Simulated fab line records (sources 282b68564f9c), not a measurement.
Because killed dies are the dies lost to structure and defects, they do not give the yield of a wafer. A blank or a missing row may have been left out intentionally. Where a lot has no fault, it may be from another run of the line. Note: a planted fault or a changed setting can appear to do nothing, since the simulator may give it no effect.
A lot that was struck, set against a sound lot	flow rit-cmos	27 out of 202 route steps
Sound: these wafers, L143.3, L143.5, L143.6. Wafers L150.1, L150.3, L150.5 were the ones struck. Last of all comes the cause.
Order at every step that has rows: each side's tool, ch and its chambers, its first start. Under that, the readings that differ: sound wafers	struck wafers	difference of the means	sigmas: that difference in standard deviations of wafers without a fault.
alike: readings with means less than 2 such deviations apart, plus words and numbers identical on both sides. not compared: withheld readings, readings lacking a value on some wafer, bounds such as >300 that could conceal the same value, and numbers that have no deviation in the record and whose values overlap.
The two part at a step that has a row with sigmas, a row that says differs or no value, or rows on one side only. Non-overlapping numbers with no deviation appear without sigmas and do not part them. A reading that every wafer of one side lacks parts them only if that side has two wafers or more.

RIT_ACTIVE_BOW_MEAS_00:
  struck on film-metro-03, day 4 18:00; sound on film-metro-03, day 3 07:02
  alike: INCOMING_BOW
RIT_ACTIVE_OXIDATION_01: target thk 46.8 nm, ox time 3360 s.
  sound on furnace-04 ch 0, day 3 10:04; struck on furnace-03 ch 0, day 4 19:04
reading	sound	struck	difference	sigmas
model.SiO2_of_ACTIVE_OXIDATION_01.thk-nm (nm)	46.3 46.61 45.99	71.12 71.66 70.14	+24.67	
RIT_ACTIVE_THK_MEAS_02:
  struck on film-metro-03, day 4 21:13; sound on film-metro-01, day 3 12:02
reading	sound	struck	difference	sigmas
ACTIVE_OXIDE_THK (nm)	46.3 46.6 46.0	71.2 71.7 70.2	+24.7	+25
  not compared: hold
RIT_ACTIVE_THK_MEAS_04:
  struck on film-metro-03, day 5 00:17; sound on film-metro-03, day 3 13:30
  alike: ACTIVE_NITRIDE_THK
then, 6 steps without rows for these wafers: RIT_ACTIVE_HMDS_05 (prime time 60 s); RIT_ACTIVE_COAT_06 (resist thk 1000 nm); RIT_ACTIVE_SOFTBAKE_07 (time 60 s); RIT_ACTIVE_EXPOSE_08 (exposes mask M1, target cd 1400 nm); RIT_ACTIVE_PEB_09; RIT_ACTIVE_DEVELOP_10 (develop time 50 s).
RIT_ACTIVE_CD_MEAS_11: the cd target is 1400 nm.
  struck on cd-sem-02, day 5 01:28; sound on cd-sem-02, day 3 14:34
  alike: cd-nm
then, 1 step without rows for these wafers: RIT_ACTIVE_HARDBAKE_12 (time 60 s).
RIT_ACTIVE_ETCH_13: etches Si3N4 in SF6, stops on SiO2, time 210 s, target depth 210 nm.
  sound on rie-diel-03 ch 0,2,3, day 3 14:47; struck on rie-diel-04 ch 1,2, day 5 01:44
  alike: drypump-motor-current-A, oes-product-au, throttle-valve-pct
  not compared: rf-hours-counter-h
RIT_ACTIVE_STRIP_14: strips in O2, time 180 s.
  sound on plasma-asher-01 ch 0,1, day 3 14:59; struck on plasma-asher-04 ch 0,1, day 5 01:53
reading	sound	struck	difference	sigmas
drypump-motor-current-A (A)	5.6 5.7 5.6	6.3 6.7 6.6	+0.9	+2
  alike: rf-refl-power-W
  not compared: rf-hours-counter-h
RIT_ACTIVE_CD_MEAS_90: the cd target is 1400 nm.
  struck on cd-sem-01, day 5 02:03; sound on cd-sem-01, day 3 15:08
  alike: cd-nm
then, 4 steps without rows for these wafers: RIT_ACTIVE_CLEAN_15 (cleans in SC1, time 600 s); RIT_ACTIVE_CLEAN_16 (cleans in dHF, time 30 s); RIT_ACTIVE_CLEAN_17 (cleans in SC2, time 600 s); RIT_FOX1_OXIDATION_00 (target thk 350.7 nm, ox time 1130 s).
RIT_FOX1_THK_MEAS_01:
  struck on film-metro-04, day 5 08:04; sound on film-metro-04, day 3 16:55
  alike: FOX1_OXIDE_THK
then, 2 steps without rows for these wafers: RIT_FOX1_WET_ETCH_02 (etches SiO2 in BOE, target depth 350 nm, time 390 s); RIT_FOX2_OXIDATION_00 (target thk 350.7 nm, ox time 1130 s).
RIT_FOX2_THK_MEAS_01:
  struck on film-metro-02, day 5 09:34; sound on film-metro-01, day 3 18:25
  alike: FOX2_OXIDE_THK
then, 1 step without rows for these wafers: RIT_FOX2_CLEAN_02 (cleans in dHF, time 180 s).
RIT_FOX2_WET_ETCH_03: etches Si3N4 in H3PO4, target depth 195 nm, time 2700 s.
  sound on wet-bench-03 ch 0, day 3 18:31; struck on wet-bench-03 ch 3, day 5 09:41
reading	sound	struck	difference	sigmas
model.SiO2_of_ACTIVE_OXIDATION_01.thk-nm (nm)	40.92 38.87 39.74	62.32 60.68 59.38	+20.95	
RIT_FOX2_THK_MEAS_90:
  struck on film-metro-02, day 5 10:26; sound on film-metro-04, day 3 19:18
  alike: FIELD_OXIDE_LEFT_1_THK
RIT_M1_PROBE_99:
  struck on prober-02, day 7 02:44; sound on prober-01, day 5 12:05
  alike: killed-at-contacts, killed-at-front-end, killed-dies, killed-open, killed-short

WHERE THEY PART
Last at RIT_ACTIVE_STRIP_14 as far as this record goes, first at RIT_ACTIVE_THK_MEAS_02. Later steps at which nothing parts them and some readings are alike: RIT_ACTIVE_CD_MEAS_90, RIT_FOX1_THK_MEAS_01, RIT_FOX2_THK_MEAS_01, RIT_FOX2_THK_MEAS_90, RIT_M1_PROBE_99.

WHY: what the simulator had put in
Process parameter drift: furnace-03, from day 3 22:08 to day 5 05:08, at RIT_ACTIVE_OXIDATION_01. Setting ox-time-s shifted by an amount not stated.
